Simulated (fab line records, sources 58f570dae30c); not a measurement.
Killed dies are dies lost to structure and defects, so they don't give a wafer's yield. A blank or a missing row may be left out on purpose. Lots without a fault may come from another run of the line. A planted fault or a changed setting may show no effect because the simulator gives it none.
A struck lot beside a sound one | flow berkeley_cmos170 | 23 steps out of a route of 331
Sound: wafers L122.1, L122.3, L122.6. Struck: wafers L132.1, L132.2, L132.4. The cause comes at the end.
At each step with rows: each side's tool, then ch and its chambers, then its first start. Under that, the readings that differ: sound wafers | struck wafers | difference of the means | sigmas: that difference in standard deviations of wafers without a fault.
alike: readings whose means differ by less than 2 such deviations, and words and numbers that are the same on both sides. not compared: withheld readings, readings that some wafer has no value for, bounds like >300 that may hide the same value, and numbers for which the record gives no deviation and whose values overlap.
The two part at a step that has a row with sigmas, a row that says differs or no value, or rows on one side only. Numbers that don't overlap but have no deviation are shown without sigmas and don't part them. A reading that every wafer of one side lacks parts them only if that side has two wafers or more.

first, 6 steps without rows for these wafers: UCB170_ZERO_HMDS_00 (prime time 60 s); UCB170_ZERO_COAT_01 (resist thk 900 nm); UCB170_ZERO_SOFTBAKE_02 (time 60 s); UCB170_ZERO_EXPOSE_03 (exposes mask PM MARKS, target cd 4000 nm); UCB170_ZERO_PEB_04; UCB170_ZERO_DEVELOP_05 (develop time 45 s).
UCB170_ZERO_ETCH_06: etches SiO2 in CHF3/CF4/Ar, time 12 s.
  sound on rie_diel-02 ch 0,3, day 2 02:31; struck on rie_diel-02 ch 0,1,2, day 4 05:34
  alike: drypump_motor_current_A, oes_product_au, rf_fwd_power_W, throttle_valve_pct
  not compared: rf_hours_counter_h
UCB170_ZERO_STRIP_07: strips in O2.
  sound on plasma_asher-04 ch 0,1, day 2 02:32; struck on plasma_asher-03 ch 0,1, day 4 05:35
  alike: drypump_motor_current_A, oes_product_au, strip_time_to_endpoint_s
  not compared: rf_hours_counter_h
then, 2 steps without rows for these wafers: UCB170_NWELL_WET_ETCH_00 (etches SiO2 in dHF, time 200 s); UCB170_NWELL_OXIDATION_01 (target thk 26.4 nm, ox time 1260 s).
UCB170_NWELL_THK_MEAS_02:
  sound on film_metro-04, day 2 05:50; struck on film_metro-01, day 4 09:49
  alike: NWELL_OXIDE_THK
then, 1 step without rows for these wafers: UCB170_NWELL_ANNEAL_03 (time 900 s).
UCB170_NWELL_CVD_04: deposits Si3N4 from SiH2Cl2/NH3, target thk 224 nm, time 3360 s.
  sound on lpcvd-02 ch 0, day 2 09:32; struck on lpcvd-02 ch 0, day 4 15:59
  alike: nh3_flow_sccm
UCB170_NWELL_THK_MEAS_05:
  sound on film_metro-01, day 2 11:28; struck on film_metro-01, day 4 17:58
  reading                | sound             | struck            | difference | sigmas
  NWELL_NITRIDE_THK (nm) | 223.9 223.6 224.9 | 442.4 440.9 444.6 | +218.5     | +99 or more
then, 6 steps without rows for these wafers: UCB170_NWELL_HMDS_06 (prime time 60 s); UCB170_NWELL_COAT_07 (resist thk 900 nm); UCB170_NWELL_SOFTBAKE_08 (time 60 s); UCB170_NWELL_EXPOSE_09 (exposes mask NWELL, target cd 3000 nm); UCB170_NWELL_PEB_10; UCB170_NWELL_DEVELOP_11 (develop time 45 s).
UCB170_NWELL_OVL_MEAS_12:
  sound on overlay-02, day 2 12:56; struck on overlay-02, day 4 19:12
  alike: NWELL_OVL
UCB170_NWELL_ETCH_13: etches Si3N4 in CH3F/Ar/O2, stops on SiO2, target depth 246.4 nm, time 154 s.
  sound on rie_diel-03 ch 0,2,3, day 2 12:58; struck on rie_diel-03 ch 1,2,3, day 4 19:14
  reading                  | sound             | struck            | difference | sigmas
  oes_product_au (a.u.)    | 0.933 0.944 0.937 | 1.013 1.015 0.997 | +0.070     | +5
  model.etch.depth_nm (nm) | 223.9 223.6 224.8 | 254.5 245.2 250.1 | +25.8      |
  alike: drypump_motor_current_A, rf_fwd_power_W, throttle_valve_pct
  not compared: rf_hours_counter_h
then, 1 step without rows for these wafers: UCB170_NWELL_IMPLANT_14.

WHERE THEY PART
First at UCB170_NWELL_THK_MEAS_05; last, within this record, at UCB170_NWELL_ETCH_13.

WHY: what the simulator had put in
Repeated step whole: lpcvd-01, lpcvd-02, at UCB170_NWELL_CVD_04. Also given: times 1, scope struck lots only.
